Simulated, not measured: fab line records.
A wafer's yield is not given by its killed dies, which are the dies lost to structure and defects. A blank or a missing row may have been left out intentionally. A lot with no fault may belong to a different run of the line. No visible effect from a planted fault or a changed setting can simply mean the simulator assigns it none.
Comparing a struck lot with a sound one | flow ritCmos | 33 steps out of a route of 202
Sound: wafers L195.4, L195.5, L195.6. The struck wafers were L201.3, L201.5, L201.6. The cause is named last.
Each step with rows lists, per side, the tool, then ch with its chambers, then its first start. Under that, the readings that differ: sound wafers | struck wafers | difference of the means | sigmas: that difference in standard deviations of wafers without a fault.
alike: same words and numbers on both sides, and readings whose means sit less than 2 such deviations apart. not compared: any withheld reading, any reading some wafer has no value for, any bound like >300 that may hide the same value, and any number with overlapping values for which the record gives no deviation.
Wherever a step has rows on one side only, a row that says differs or no value, or a row with sigmas, the two part there. When numbers do not overlap yet have no deviation, they are printed without sigmas and do not part them. A reading missing from all wafers of one side parts the sides only when that side holds two or more wafers.

first, 1 step without rows for these wafers: RIT_PWELL_DEVELOP_05 (develop time 68 s).
RIT_PWELL_OVL_MEAS_06:
  sound on overlay-02, day 2 09:13; struck on overlay-02, day 3 14:37
  alike: PWELL_OVL
then, 2 steps without rows for these wafers: RIT_PWELL_HARDBAKE_07 (time 120 s); RIT_PWELL_IMPLANT_08.
RIT_PWELL_STRIP_09: strips in O2, time 180 s.
  sound on plasmaAsher-03 ch 0,1, day 2 09:41; struck on plasmaAsher-01 ch 0,1, day 3 15:05
  alike: drypumpMotorCurrentA
  not compared: rfHoursCounterH
RIT_PWELL_TW_MEAS_10:
  sound on filmMetro-04, day 2 09:50; struck on filmMetro-04, day 3 15:14
  alike: PWELL_TW
then, 1 step without rows for these wafers: RIT_WELLDRIVE_ANNEAL_00 (time 14700 s).
RIT_WELLDRIVE_RS_MEAS_01: a four-point-probe measurement.
  sound on filmMetro-01, day 2 15:53; struck on filmMetro-03, day 3 21:20
  alike: NWELL_RS
RIT_WELLDRIVE_RS_MEAS_02: a four-point-probe measurement.
  sound on filmMetro-01, day 2 16:00; struck on filmMetro-03, day 3 21:28
  alike: PWELL_RS
then, 3 steps without rows for these wafers: RIT_NRETRO_HMDS_00 (prime time 60 s); RIT_NRETRO_COAT_01 (resist thk 1300 nm); RIT_NRETRO_SOFTBAKE_02 (time 60 s).
RIT_NRETRO_EXPOSE_03: exposes mask M4, target cd 43900 nm.
  sound on ilineStepper-01 ch 0, day 2 16:34; struck on ilineStepper-02 ch 0, day 3 22:02
reading | sound          | struck         | difference | sigmas
mask    | M4#0 M4#0 M4#0 | M5#0 M5#0 M5#0 | differs    | 
then, 2 steps without rows for these wafers: RIT_NRETRO_PEB_04; RIT_NRETRO_DEVELOP_05 (develop time 68 s).
RIT_NRETRO_OVL_MEAS_06:
  sound on overlay-02, day 2 16:57; struck on overlay-01, day 3 22:26
reading         | sound       | struck | difference                    | sigmas
NRETRO_OVL (nm) | 3.3 2.9 3.3 | - - -  | no value on the struck wafers | 
then, 2 steps without rows for these wafers: RIT_NRETRO_HARDBAKE_07 (time 120 s); RIT_NRETRO_IMPLANT_08.
RIT_NRETRO_STRIP_09: strips in O2, time 180 s.
  sound on plasmaAsher-04 ch 0,1, day 2 17:26; struck on plasmaAsher-01 ch 0,1, day 3 23:05
  alike: drypumpMotorCurrentA
  not compared: rfHoursCounterH
RIT_NRETRO_TW_MEAS_10:
  sound on filmMetro-03, day 2 17:35; struck on filmMetro-02, day 3 23:13
reading   | sound          | struck   | difference | sigmas
NRETRO_TW | 1069 1068 1060 | 30 30 30 | -1036      | -99 or more
then, 6 steps without rows for these wafers: RIT_PRETRO_HMDS_00 (prime time 60 s); RIT_PRETRO_COAT_01 (resist thk 1300 nm); RIT_PRETRO_SOFTBAKE_02 (time 60 s); RIT_PRETRO_EXPOSE_03 (exposes mask M5, target cd 43700 nm); RIT_PRETRO_PEB_04; RIT_PRETRO_DEVELOP_05 (develop time 68 s).
RIT_PRETRO_OVL_MEAS_06:
  sound on overlay-02, day 2 18:30; struck on overlay-01, day 4 00:19
  alike: PRETRO_OVL
then, 2 steps without rows for these wafers: RIT_PRETRO_HARDBAKE_07 (time 120 s); RIT_PRETRO_IMPLANT_08.
RIT_PRETRO_STRIP_09: strips in O2, time 180 s.
  sound on plasmaAsher-04 ch 0,1, day 2 18:59; struck on plasmaAsher-02 ch 0,1, day 4 00:48
  alike: drypumpMotorCurrentA
  not compared: rfHoursCounterH
RIT_PRETRO_TW_MEAS_10:
  sound on filmMetro-02, day 2 19:08; struck on filmMetro-02, day 4 00:56
reading   | sound       | struck         | difference | sigmas
PRETRO_TW | 483 483 485 | 1089 1093 1087 | +606       | +99 or more
then, 1 step without rows for these wafers: RIT_GATE_WET_ETCH_00 (etches SiO2 in BOE, target depth 56 nm, time 60 s).
RIT_M1_PROBE_99:
  sound on prober-01, day 3 21:46; struck on prober-01, day 5 07:01
reading          | sound | struck      | difference | sigmas
killedAtFrontEnd | 2 5 4 | 264 264 264 | +260       | +79
killedDies       | 2 5 4 | 264 264 264 | +260       | +79
killedOnRim      | 0 1 2 | 70 70 70    | +69        | +49
  alike: killedOpen, killedShort

## WHERE THEY PART
At RIT_NRETRO_EXPOSE_03 first; at RIT_M1_PROBE_99 last (within this record only).

WHY: whatever the simulator had introduced
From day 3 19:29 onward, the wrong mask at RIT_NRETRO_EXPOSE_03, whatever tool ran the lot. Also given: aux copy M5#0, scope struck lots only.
